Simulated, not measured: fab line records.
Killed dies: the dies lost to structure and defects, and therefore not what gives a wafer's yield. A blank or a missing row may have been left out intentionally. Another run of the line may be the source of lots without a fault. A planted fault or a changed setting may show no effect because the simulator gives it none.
Problem report, 8D (eight disciplines) form, completed by code    flow rit cmos    the parts of the form that need people (team, actions taken, sign-off) are left out

1. THE ISSUE
Wafers free of any fault read 429.0 ohm/sq (standard deviation 1.2) for PWELL_RS at RIT_WELLDRIVE_RS_MEAS_02, against a mean of 443.4 ohm/sq on 6 wafers of 2 lots. Relative to the usual mean, that is a shift of +12 standard deviations.
The step: measures by four-point-probe.
First observed at day 3 15:07: wafer L677.2, on film metro-01. The record holds 42 wafers of 14 lots with a number at this step. Rule for "out" (also "out of limits"): further than 4 standard deviations from the usual mean. The other wafers with a number count as sound.

2. WHAT IT IS, WHAT IT ISN'T
question                     is                      is not
which readings at this step  PWELL_RS                -
which lots                   L677, L678              L671, L672, L673, L674, L683, L685, L686, L688, L691, L692, L693, L694
which wafers of those lots   all that have a number  -
read on which gauges         film metro-01           film metro-02, film metro-04
when                         from day 3 15:07        up to then (12 sound wafers); but 24 sound wafers of L683, L685, L686, L688, L691, L692, L693, L694 came after

3. THE SUSPECTS, EACH WITH WHAT RULES IT OUT
Counting: a tool at any process step up to the reading remains a suspect when it ran all the lots that are out and ran no sound lot after the first of those.
- the gauge at RIT_WELLDRIVE_RS_MEAS_02 is ruled out. All the wafers that are out were read on film metro-01, but those of them that RIT_PWELL_IMPLANT_08 has rows for are out there too, on other tools.
- implanter-04 at RIT_PWELL_IMPLANT_08: kept. All lots that are out passed through it, beginning with L677 at day 3 04:14, and no sound lot followed; its final sound lot before that point was L672 at day 2 03:47. Its own beam energy keV readings are out on those wafers.
Remaining after the count: implanter-04 at RIT_PWELL_IMPLANT_08.

4. THE CAUSE (what the simulator had put in)
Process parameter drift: implanter-04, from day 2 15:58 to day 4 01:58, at RIT_PWELL_IMPLANT_08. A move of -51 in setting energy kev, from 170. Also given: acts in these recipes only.
After counting, this tool was the only one left.

5. THE CHAIN OF EFFECTS, in route order
Each row: a reading where the mean over the struck wafers with a number is more than 3 standard deviations away from the usual. Readings are gone through only where the record gives a usual standard deviation; hours: the median, over the lots, of the time from a lot's start at the first step in this table giving one to that lot's start at this step; sigmas: the change measured in usual standard deviations.
hours  step                      reading          usual         on struck wafers  change  sigmas
0      RIT_PWELL_IMPLANT_08      beam energy keV  169.99        118.99            -51.00  -99 or more
0      RIT_PWELL_TW_MEAS_10      PWELL_TW         947           919               -28     -3.6
8      RIT_WELLDRIVE_RS_MEAS_02  PWELL_RS         429.0 ohm/sq  443.4             +14.4   +12
Process steps it contains:
- RIT_PWELL_IMPLANT_08

6. HOW IT WOULD HAVE BEEN CAUGHT EARLIER
In this record the first reading out of limits at a measuring or inspecting step was taken at day 3 15:07, 23 hours after the fault began at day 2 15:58.
Tool's own readings at RIT_PWELL_IMPLANT_08, beam energy keV: out on all struck wafers the step has rows for; an alarm limit on them would have tripped on the first.
Of the lots that are out (2), L678 began RIT_PWELL_IMPLANT_08 on implanter-04 after day 3 15:07. It would have been spared by a hold on the tool at that moment.
